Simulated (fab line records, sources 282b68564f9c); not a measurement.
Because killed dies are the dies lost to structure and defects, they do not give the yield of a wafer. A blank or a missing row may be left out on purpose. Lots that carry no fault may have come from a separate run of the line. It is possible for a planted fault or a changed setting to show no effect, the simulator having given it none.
fab line records | flow rit-cmos
record lots=14 wafers=42 last-day=7
route steps=202 shown REOX@101 M1@202
lots untouched by any fault: they come from a run of this same line in which no faults occurred
start-h: start of the lot's first displayed wafer, in hours after the record's first day | wait-h: hours elapsed since this lot's preceding step | " as in the row above | L1.1+2: a row that stands for several wafers | - no value, or no start given | * or withheld: withheld | < > ~ a bound
route shown NAME@n: names a module that has steps shown in the file, with the first one's number in the route | usual: the fault-free wafers' mean and standard deviation | same: alike in all rows | chamber/n: place in a boat | sites: each site's reading | _std_site: standard deviation across them | _edge_site: outer sites' mean less inner sites' | radius-mm: for every site, how far away it sits from the centre of the wafer | mask NAME#n: copy n | behind: the most recent tool/chamber to have shaped the wafer | hold: reason for holding the lot/hours on hold/outcome of the hold | device: names the non-switching transistor (n, p or np) | end of line: the route-end tests of the same wafers | a step without rows: its recipe alone | killed: dies that structure and defects cost at the first sort, which is not the same as the wafer's yield | map: shows each die of a wafer: x if killed, . if not, _ if none is there
set.NAME: the run value of the setting; set.NAME@STEP: its run value at that earlier step | model.NAME: the simulator's own value behind a step, which no gauge read
route steps across a sampled set of lots; one table per step, one row per wafer
## steps
# step RIT_REOX_OXIDATION_03
# recipe temp-c=900 ambient=O2 target-thk-a=252 ox-time-s=5580
# usual spike-tc-centre-C=902.0/1.5 spike-tc-load-C=927.2/1.1 spike-tc-source-C=923.3/1.4 tube-center-temp-C=900/0.079 tube_center_temp_C_max=902.3/0.45 zone-power-load-pct=29.4/0.92
# columns lot.wafer tool chamber start-h wait-h spike-tc-centre-C spike-tc-load-C spike-tc-source-C tube-center-temp-C tube_center_temp_C_max zone-power-load-pct
L907.2 furnace-01 0 48.27 0.6 901.4 928.3 924.8 899.96 901.9 29.8
L907.5 " 0 " " 901.9 927.4 923.5 899.94 902.3 29.6
L907.6 " 0 " " 901.3 927.6 923.7 899.93 902.4 30.2
L908.1 furnace-01 0 52.75 0.4 900.7 927.4 923.8 899.99 902.2 29.6
L908.2 " 0 " " 900.5 927.9 924.4 899.89 902.3 30.2
L908.4 " 0 " " 901.0 926.4 922.8 899.94 902.1 30.4
L909.1 furnace-01 0 52.75 0.0 899.9 929.0 925.3 899.97 901.6 29.9
L909.2 " 0 " " 902.4 929.3 923.4 899.9 901.8 29.8
L909.3 " 0 " " 901.2 928.0 923.6 900.04 902.5 30.3
L912.2 furnace-01 0 68.72 0.5 900.4 926.7 923.6 900.08 902.1 29.6
L912.4 " 0 " " 898.2 926.9 924.7 899.96 902.7 29.7
L912.6 " 0 " " 900.7 926.9 924.6 899.97 902.2 29.7
L914.3 furnace-03 0 75.12 1.1 903.1 926.5 923.3 899.97 902.7 28.4
L914.5 " 0 " " 905.0 928.3 923.2 900.04 902.5 28.3
L914.6 " 0 " " 904.8 928.2 923.8 900.05 902.5 28.1
L916.1 furnace-03 0 95.66 2.7 904.8 928.6 922.8 900.05 902.8 28.1
L916.3 " 0 " " 904.2 928.3 922.5 900.06 902.4 27.8
L916.4 " 0 " " 903.0 927.9 921.7 900.03 902.1 27.8
L917.3 furnace-03 0 100.84 1.3 904.0 927.1 921.7 900.04 902.4 28.0
L917.4 " 0 " " 904.2 927.3 924.2 900.2 902.5 28.3
L917.5 " 0 " " 904.5 926.5 922.7 899.96 902.0 28.2
L919.1 furnace-03 0 114.62 2.8 910.3 936.9 931.4 907.93 911.9 29.0
L919.2 " 0 " " 911.6 937.7 933.0 908.04 910.5 28.9
L919.6 " 0 " " 910.7 935.4 931.0 908 910.1 28.6
L920.1 furnace-01 0 120.74 0.7 901.5 927.1 924.3 900.21 902.3 29.9
L920.2 " 0 " " 901.1 928.0 925.4 899.94 903.4 30.1
L920.3 " 0 " " 900.5 929.2 924.4 899.95 902.1 29.3
L923.2 furnace-01 0 131.25 2.7 901.2 928.1 924.4 900.14 903.2 29.9
L923.4 " 0 " " 901.7 927.0 923.3 899.91 902.5 30.1
L923.6 " 0 " " 900.1 925.6 924.6 899.99 903.0 29.7
L924.3 furnace-01 0 138.92 0.0 901.0 927.4 925.1 899.94 902.2 30.2
L924.4 " 0 " " 900.2 926.2 924.1 899.94 902.2 30.2
L924.6 " 0 " " 900.1 927.8 924.2 899.92 902.3 29.9
L925.3 furnace-03 0 138.98 0.0 911.8 935.7 928.9 907.96 909.9 29.1
L925.4 " 0 " " 911.1 936.5 930.3 908.05 910.1 28.7
L925.5 " 0 " " 910.0 936.9 929.9 908.04 910.8 28.7
L929.1 furnace-01 0 156.62 1.2 901.5 927.4 922.6 900.06 902.4 30.1
L929.3 " 0 " " 901.3 927.5 923.0 899.98 902.3 29.9
L929.4 " 0 " " 900.0 928.5 925.7 900.01 902.3 29.9
L930.1 furnace-01 0 159.25 0.0 901.8 926.7 926.1 899.94 902.6 30.0
L930.2 " 0 " " 899.5 925.1 922.1 899.91 902.0 29.9
L930.5 " 0 " " 901.5 927.8 923.8 899.9 903.1 30.2
# step RIT_REOX_THK_MEAS_04
# recipe reads=SiO2_of_REOX_OXIDATION_03
# usual REOX_OXIDE_THK=25.4/0.52
# columns lot.wafer tool chamber start-h wait-h REOX_OXIDE_THK[nm]
L907.2 film-metro-02 - 50.83 0.0 25.2
L907.5 " - " " 25.2
L907.6 " - " " 25.1
L908.1 film-metro-02 - 55.30 0.0 25.6
L908.2 " - " " 25.5
L908.4 " - " " 25.5
L909.1 film-metro-01 - 55.30 0.0 24.5
L909.2 " - " " 25.4
L909.3 " - " " 24.5
L912.2 film-metro-04 - 71.28 0.0 25.5
L912.4 " - " " 25.1
L912.6 " - " " 25.4
L914.3 film-metro-04 - 77.69 0.0 25.5
L914.5 " - " " 25.7
L914.6 " - " " 25.4
L916.1 film-metro-04 - 98.21 0.0 24.5
L916.3 " - " " 24.6
L916.4 " - " " 24.5
L917.3 film-metro-01 - 103.41 0.0 25.5
L917.4 " - " " 25.3
L917.5 " - " " 24.9
L919.1 film-metro-04 - 117.17 0.0 27.3
L919.2 " - " " 27.6
L919.6 " - " " 27.0
L920.1 film-metro-04 - 123.29 0.0 25.9
L920.2 " - " " 26.1
L920.3 " - " " 26.0
L923.2 film-metro-01 - 133.81 0.0 25.1
L923.4 " - " " 25.3
L923.6 " - " " 25.5
L924.3 film-metro-04 - 141.49 0.0 25.8
L924.4 " - " " 25.0
L924.6 " - " " 25.6
L925.3 film-metro-01 - 141.55 0.0 27.9
L925.4 " - " " 28.0
L925.5 " - " " 28.3
L929.1 film-metro-02 - 159.17 0.0 25.2
L929.3 " - " " 25.4
L929.4 " - " " 25.3
L930.1 film-metro-01 - 161.80 0.0 25.6
L930.2 " - " " 24.8
L930.5 " - " " 25.2
# step RIT_M1_PROBE_99
# usual killed_at_M0_to_M3=0.0/0.12 killed-at-contacts=0.1/0.25 killed-at-front-end=7/3.2 killed-dies=7/3.2 killed-open=3.5/2.2 killed-short=3.6/2.1
# same gross-dies=264 killed_at_M4_up=0 killed-at-back-side=0 killed-at-other=0
# columns lot.wafer tool chamber start-h wait-h killed_at_M0_to_M3 killed-at-contacts killed-at-front-end killed-dies killed-open killed-short
L916.1 prober-01 - 114.53 0.1 0 0 12 12 6 6
L916.3 prober-01 - 114.63 0.2 0 0 5 5 2 3
L916.4 prober-01 - 114.68 0.2 0 0 11 11 6 5
# killed by level:class
L916.1 SPACER:geometric-particle:open=3 REOX:geometric-particle:short=2 SPACER:geometric-particle:short=2 SILICIDE:geometric-particle:open=2 ACTIVE:geometric-particle:short=1 GATE:geometric-particle:short=1 REOX:geometric-particle:open=1
L916.3 GATE:geometric-particle:open=2 GATE:geometric-particle:short=2 SPACER:geometric-particle:short=1
L916.4 SPACER:geometric-particle:short=3 SPACER:geometric-particle:open=2 SILICIDE:geometric-particle:open=2 FOX1:geometric-particle:short=1 GATE:geometric-particle:open=1 REOX:geometric-particle:open=1 SILICIDE:geometric-particle:short=1
## key
first-sign step=RIT_REOX_OXIDATION_03 reading=tube-center-temp-C direction=up sigmas=89 usual=* struck=*
effect step=RIT_REOX_OXIDATION_03 reading=tube_center_temp_C_max direction=up sigmas=18 usual=* struck=*
effect step=RIT_REOX_THK_MEAS_04 reading=REOX_OXIDE_THK direction=up sigmas=4.4 usual=25.4 struck=27.7
met-at RIT_REOX_OXIDATION_03
struck-lots L919,L925
tester-left-out L919,L925
onset-between 100.84 114.62
fault kind=process-parameter-drift tool=furnace-03 chamber=- onset-h=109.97 steps=RIT_REOX_OXIDATION_03 channel=temp-c offset=* shape=step end-h=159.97 acts-in=* stated=*
# tester-left-out: of these lots the tester's yield and bins aren't shown, on N5 and GAA mostly nor the transistor test; their killed dies are dies lost to structure and defects alone, not to doping, threshold or leakage, so they don't give the yield
